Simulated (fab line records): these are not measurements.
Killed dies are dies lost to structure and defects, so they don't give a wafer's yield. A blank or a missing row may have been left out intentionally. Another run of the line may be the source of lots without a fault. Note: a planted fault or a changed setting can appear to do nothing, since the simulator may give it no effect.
Which tool was responsible? || flow rit_cmos || 6 lots, 18 wafers sampled, at 2 steps of a route of 202

== WHAT THE GAUGES SHOWED, per wafer ==
RIT_SPACER_THK_MEAS_04.
{"lot": "L437", "measured": "day 3 05:56", "on": "film_metro-02", "SPACER_NITRIDE_THK (nm)": "250.9 249.7 249.4"}
{"lot": "L440", "measured": "day 3 19:48", "on": "film_metro-03", "SPACER_NITRIDE_THK (nm)": "251.6 249.7 247.7"}
{"lot": "L443", "measured": "day 4 15:10", "on": "film_metro-01", "SPACER_NITRIDE_THK (nm)": "253.6 251.4 252.0"}
{"lot": "L445", "measured": "day 4 23:38", "on": "film_metro-03", "SPACER_NITRIDE_THK (nm)": "250.2 251.0 249.2"}
{"lot": "L448", "measured": "day 5 13:55", "on": "film_metro-02", "SPACER_NITRIDE_THK (nm)": "250.1 251.0 246.8"}
{"lot": "L456", "measured": "day 7 07:09", "on": "film_metro-03", "SPACER_NITRIDE_THK (nm)": "251.3 251.6 249.7"}

== WHICH TOOL RAN EACH LOT (tool, then ch and the chambers of the sampled wafers, then the start) ==
{"lot": "L437", "RIT_SPACER_CVD_03": "lpcvd-01 ch 1, day 3 03:59"}
{"lot": "L440", "RIT_SPACER_CVD_03": "lpcvd-02 ch 0, day 3 16:56"}
{"lot": "L443", "RIT_SPACER_CVD_03": "lpcvd-01 ch 0, day 4 13:15"}
{"lot": "L445", "RIT_SPACER_CVD_03": "lpcvd-01 ch 0, day 4 21:43"}
{"lot": "L448", "RIT_SPACER_CVD_03": "lpcvd-02 ch 0, day 5 11:59"}
{"lot": "L456", "RIT_SPACER_CVD_03": "lpcvd-02 ch 0, day 7 05:13"}
- RIT_SPACER_CVD_03: deposits Si3N4 from SiH2Cl2/NH3, target thk 250 nm, time 3300 s.

== THE ANSWER, worked out from the rows above alone ==
Rule: what is usual is taken from the lots themselves. The widest of any qualifying gaps counts: lots, ordered by their means at a reading, are off when they make up no more than a third of the lots, leave a main group of 4 or more, and stand apart from it by 3 or more times the standard deviation of that group's means. A main group is skipped when, at the precision printed for the reading in the tables above, its means are all equal. A lot without any number at a reading at which 4 lots or more have one is off too. Any other lot the step has rows for is counted as sound.
No lot is off at any reading shown: from this, nothing can be told.

== WHAT HAD BEEN PUT IN BY THE SIMULATOR ==
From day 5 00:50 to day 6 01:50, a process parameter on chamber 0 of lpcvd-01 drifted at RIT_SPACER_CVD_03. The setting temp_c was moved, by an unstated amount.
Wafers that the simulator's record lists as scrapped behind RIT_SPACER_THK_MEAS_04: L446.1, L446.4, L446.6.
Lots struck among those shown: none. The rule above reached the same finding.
